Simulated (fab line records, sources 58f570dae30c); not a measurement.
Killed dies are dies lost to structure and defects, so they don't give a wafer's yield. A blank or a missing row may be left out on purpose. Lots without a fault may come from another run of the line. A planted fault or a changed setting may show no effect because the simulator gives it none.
fab line records | flow berkeley_cmos170
record lots=14 wafers=42 last_day=13
route steps=331 shown CONTACT@222 M2@274 V2@296
lots that met no fault: from a run of the same line without faults
start_h: hours from the record's first day to the start of the lot's first wafer shown | wait_h: hours since the lot's step before | " the same as in the row above | L1.1+2: a row that stands for several wafers | - no value, or no start given | * or withheld: withheld | < > ~ a bound
route shown NAME@n: a module of which the file shows steps, and the number in the route of the first | usual: mean/standard deviation of fault-free wafers | same: alike in all rows | chamber/n: place in a boat | sites: the reading at each site | _std_site: their standard deviation | _edge_site: outer sites' mean less inner sites' | radius_mm: how far each site lies from the wafer's centre | mask NAME#n: copy n | behind: the tool/chamber that last shaped the wafer | hold: why the lot was held/for how many hours/how that ended | device: the transistor (n, p or np) that didn't switch | end of line: the same wafers' tests at the end of the route | a step without rows: its recipe alone | killed: dies lost to structure and defects at the first sort, not the wafer's yield | map: a wafer's dies, x killed, . not, _ none there
set.NAME: the setting as run; set.NAME@STEP: as run at that earlier step | model.NAME: the simulator's own value behind a step, which no gauge read
steps of the route over a sample of lots; a table a step, a row a wafer
services: from which hour (start_h, from the record's first day; less than 0 if before it) a tool's chamber was out of use, for how many hours, and why
## steps
# step UCB170_CONTACT_STRIP_06
# recipe chemistry=O2 power_w=400 pressure_mtorr=3500 platen_temp_c=withheld o2_flow_sccm=400 overash_fraction=0.5
# usual drypump_motor_current_A=5.8/0.67 oes_product_au=0.734/0.0042 strip_time_to_endpoint_s=22.01/0.069
# columns lot.wafer tool chamber start_h wait_h drypump_motor_current_A oes_product_au rf_hours_counter_h strip_time_to_endpoint_s
L402.3 plasma_asher-04 0 161.82 0.1 6.5 0.735 - 22.04
L402.4 " 1 " " 6.7 0.732 - 22.02
L402.6 " 0 " " 6.5 0.737 - 22.02
L410.1 plasma_asher-02 1 214.97 0.1 5.7 0.735 50 22.08
L410.4 " 1 " " 5.7 0.736 - 22.06
L410.6 " 1 " " 5.7 0.728 - 22.05
L412.2 plasma_asher-02 1 216.25 0.1 5.7 0.731 50 22.13
L412.3 " 0 " " 4.7 0.735 - 22.13
L412.4 " 1 " " 5.7 0.740 - 22.12
L414.1 plasma_asher-03 0 216.70 0.1 5.4 0.737 10 21.90
L414.4 " 1 " " 5.5 0.734 - 21.90
L414.6 " 1 " " 5.5 0.731 - 21.99
L417.4 plasma_asher-03 0 244.03 0.1 5.4 0.733 - 22.10
L417.5 " 1 " " 5.5 0.738 - 22.02
L417.6 " 0 " " 5.4 0.736 - 22.06
L416.3 plasma_asher-03 0 245.81 0.1 5.5 0.744 - 21.92
L416.5 " 1 " " 5.5 0.736 - 22.05
L416.6 " 0 " " 5.4 0.733 - 21.98
L419.1 plasma_asher-03 0 256.80 0.1 5.4 0.730 16 21.94
L419.4 " 1 " " 5.5 0.736 - 22.01
L419.6 " 1 " " 5.5 0.740 - 21.97
L420.1 plasma_asher-02 1 256.80 0.1 5.7 0.734 54 22.09
L420.5 " 0 " " 4.7 0.734 - 22.09
L420.6 " 1 " " 5.7 0.734 - 22.12
L418.1 plasma_asher-04 0 258.05 0.1 6.5 0.730 53 21.99
L418.2 " 1 " " 6.7 0.735 53 21.99
L418.5 " 1 " " 6.7 0.738 - 21.90
L421.1 plasma_asher-02 0 266.33 0.1 4.7 0.730 56 21.94
L421.3 " 0 " " 4.7 0.729 - 21.95
L421.4 " 1 " " 5.7 0.726 - 21.96
L424.1 plasma_asher-04 0 280.87 0.1 6.5 0.730 56 21.86
L424.2 " 1 " " 6.6 0.737 56 21.89
L424.6 " 1 " " 6.6 0.732 - 21.84
L425.1 plasma_asher-03 0 281.07 0.1 5.4 0.735 19 22.03
L425.3 " 0 " " 5.4 0.737 - 21.98
L425.6 " 1 " " 5.5 0.743 - 22.01
L423.1 plasma_asher-04 1 282.65 0.1 6.7 0.728 56 22.08
L423.4 " 1 " " 6.7 0.736 - 22.03
L423.6 " 1 " " 6.6 0.738 - 22.04
L422.2 plasma_asher-04 0 282.76 0.1 6.5 0.736 56 22.02
L422.3 " 0 " " 6.5 0.727 - 22.00
L422.5 " 0 " " 6.5 0.733 - 21.99
# step UCB170_M2_THK_MEAS_03
# recipe thk_meas_gauge=xrf reads=Al_of_M2_SPUTTER_01
# usual M2_AL_THK=905/12
# columns lot.wafer tool chamber start_h wait_h M2_AL_THK[nm]
L402.3 film_metro-01 - 175.62 0.1 905
L402.4 " - " " 913
L402.6 " - " " 896
L410.1 film_metro-01 - 224.94 0.1 905
L410.4 " - " " 901
L410.6 " - " " 903
L412.2 film_metro-02 - 226.02 0.1 894
L412.3 " - " " 905
L412.4 " - " " 900
L414.1 film_metro-04 - 228.09 0.1 887
L414.4 " - " " 906
L414.6 " - " " 880
L417.4 film_metro-02 - 251.60 0.1 911
L417.5 " - " " 907
L417.6 " - " " 902
L416.3 film_metro-01 - 255.39 0.1 900
L416.5 " - " " 908
L416.6 " - " " 897
L419.1 film_metro-04 - 264.95 0.1 892
L419.4 " - " " 902
L419.6 " - " " 917
L420.1 film_metro-02 - 266.25 0.1 908
L420.5 " - " " 917
L420.6 " - " " 914
L418.1 film_metro-01 - 266.32 0.1 894
L418.2 " - " " 909
L418.5 " - " " 906
L421.1 film_metro-02 - 274.32 0.1 911
L421.3 " - " " 932
L421.4 " - " " 910
L424.1 film_metro-01 - 288.77 0.1 889
L424.2 " - " " 912
L424.6 " - " " 902
L425.1 film_metro-02 - 290.24 0.1 908
L425.3 " - " " 910
L425.6 " - " " 916
L422.2 film_metro-04 - 291.72 0.1 920
L422.3 " - " " 919
L422.5 " - " " 924
L423.1 film_metro-04 - 292.79 0.1 905
L423.4 " - " " 913
L423.6 " - " " 904
# step UCB170_M2_DEVELOP_14
# recipe developer=TMAH develop_time_s=45 resist=KrF dev_temp_c=21
# usual chill_plate_temp_C=23.00/0.099 develop_time_s=45/0
# columns lot.wafer tool chamber start_h wait_h chill_plate_temp_C develop_time_s
L402.3 litho_track-03 0 177 - 23.14 45
L402.4 " 0 " " 23.04 45
L402.6 " 0 " " 23.06 45
L410.1 litho_track-03 - 227 - - -
L410.4 " - " " - -
L410.6 " - " " - -
L412.2 litho_track-03 - 228 - - -
L412.3 " - " " - -
L412.4 " - " " - -
L414.1 litho_track-03 0 230 - 22.91 45
L414.4 " 0 " " 23.03 45
L414.6 " 0 " " 23.08 45
L417.4 litho_track-03 0 253 - 22.79 45
L417.5 " 0 " " 22.87 45
L417.6 " 0 " " 23.04 45
L416.3 litho_track-02 0 257 - 23.04 45
L416.5 " 0 " " 22.98 45
L416.6 " 0 " " 22.90 45
L419.1 litho_track-04 0 267 - 23.08 45
L419.4 " 0 " " 22.99 45
L419.6 " 0 " " 23.17 45
L420.1 litho_track-04 0 268 - 22.94 45
L420.5 " 0 " " 22.99 45
L420.6 " 0 " " 22.94 45
L418.1 litho_track-02 0 268 - 22.97 45
L418.2 " 0 " " 23.05 45
L418.5 " 0 " " 22.90 45
L421.1 litho_track-04 0 276 - 22.94 45
L421.3 " 0 " " 23.08 45
L421.4 " 0 " " 23.02 45
L424.1 litho_track-03 0 291 - 23.11 45
L424.2 " 0 " " 23.08 45
L424.6 " 0 " " 23.05 45
L425.1 litho_track-02 0 292 - 23.09 45
L425.3 " 0 " " 23.10 45
L425.6 " 0 " " 23.24 45
L422.2 litho_track-03 0 294 - 22.96 45
L422.3 " 0 " " 23.06 45
L422.5 " 0 " " 23.04 45
L423.1 litho_track-04 0 295 - 23.02 45
L423.4 " 0 " " 23.03 45
L423.6 " 0 " " 23.05 45
# step UCB170_V2_THK_MEAS_04
# recipe reads=SiO2_of_V2_CVD_00
# usual V2_POLISHED_THK=1000.4/1.6
# columns lot.wafer tool chamber start_h wait_h V2_POLISHED_THK[nm]
L402.3 film_metro-01 - 178.86 0.1 1000.4
L402.4 " - " " 1000.1
L402.6 " - " " 1003.3
L414.1 film_metro-01 - 231.81 0.1 998.3
L414.4 " - " " 999.3
L414.6 " - " " 1000.2
L417.4 film_metro-01 - 254.59 0.1 998.3
L417.5 " - " " 1001.5
L417.6 " - " " 999.0
L416.3 film_metro-01 - 258.38 0.1 998.7
L416.5 " - " " 999.4
L416.6 " - " " 997.8
L419.1 film_metro-04 - 268.39 0.1 1001.8
L419.4 " - " " 1001.6
L419.6 " - " " 999.8
L420.1 film_metro-04 - 269.68 0.1 996.0
L420.5 " - " " 999.4
L420.6 " - " " 997.9
L418.1 film_metro-01 - 269.91 0.1 1000.5
L418.2 " - " " 1002.1
L418.5 " - " " 1000.5
L421.1 film_metro-01 - 277.78 0.1 1002.5
L421.3 " - " " 1000.8
L421.4 " - " " 1001.0
L424.1 film_metro-04 - 292.43 0.1 998.5
L424.2 " - " " 1001.3
L424.6 " - " " 1000.1
L425.1 film_metro-03 - 294.25 0.1 999.5
L425.3 " - " " 999.1
L425.6 " - " " 999.7
L422.2 film_metro-04 - 296.05 0.1 1001.1
L422.3 " - " " 1002.5
L422.5 " - " " 1002.3
L423.1 film_metro-03 - 297.17 0.1 1001.6
L423.4 " - " " 1002.7
L423.6 " - " " 1004.5
## services
# columns tool chamber start_h hours kind
plasma_asher-03 - 154.15 3.3 repair
plasma_asher-03 - 162.80 0.8 repair
plasma_asher-04 - 202.83 3.1 repair
plasma_asher-02 - 218.78 3.2 repair
plasma_asher-04 - 238.91 6.1 repair
plasma_asher-03 - 282.71 4.3 repair
## key
first_sign step=UCB170_M2_DEVELOP_14 reading=tool_record direction=missing
effect none on later readings
met_at UCB170_M2_DEVELOP_14
struck_lots L410,L412
later_rows_left_out L410.1,L410.4,L410.6,L412.2,L412.3,L412.4
sort_left_out L410.1,L410.4,L410.6,L412.2,L412.3,L412.4
tester_left_out L410
not_acting_at UCB170_CONTACT_STRIP_06,UCB170_M2_THK_MEAS_03,UCB170_V2_THK_MEAS_04
onset_between 177 227
earlier_fault kind=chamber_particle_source tool=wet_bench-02 chamber=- onset_h=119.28 steps=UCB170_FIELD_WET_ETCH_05 rate_per_visit_cm2=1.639 end_h=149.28
fault kind=skipped_step_whole tool=litho_track-03 chamber=- onset_h=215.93 steps=UCB170_M2_DEVELOP_14 scope=struck_lots_only
# tester_left_out: of these lots the tester's yield and bins aren't shown, on N5 and GAA mostly nor the transistor test; their killed dies are dies lost to structure and defects alone, not to doping, threshold or leakage, so they don't give the yield
# sort_left_out: the simulated sort isn't trusted on such a fault, so these wafers' sort isn't shown, and their yield isn't known
# later_rows_left_out: the simulator's readings of these wafers behind a module that went badly wrong aren't trusted and aren't shown, but for the sort
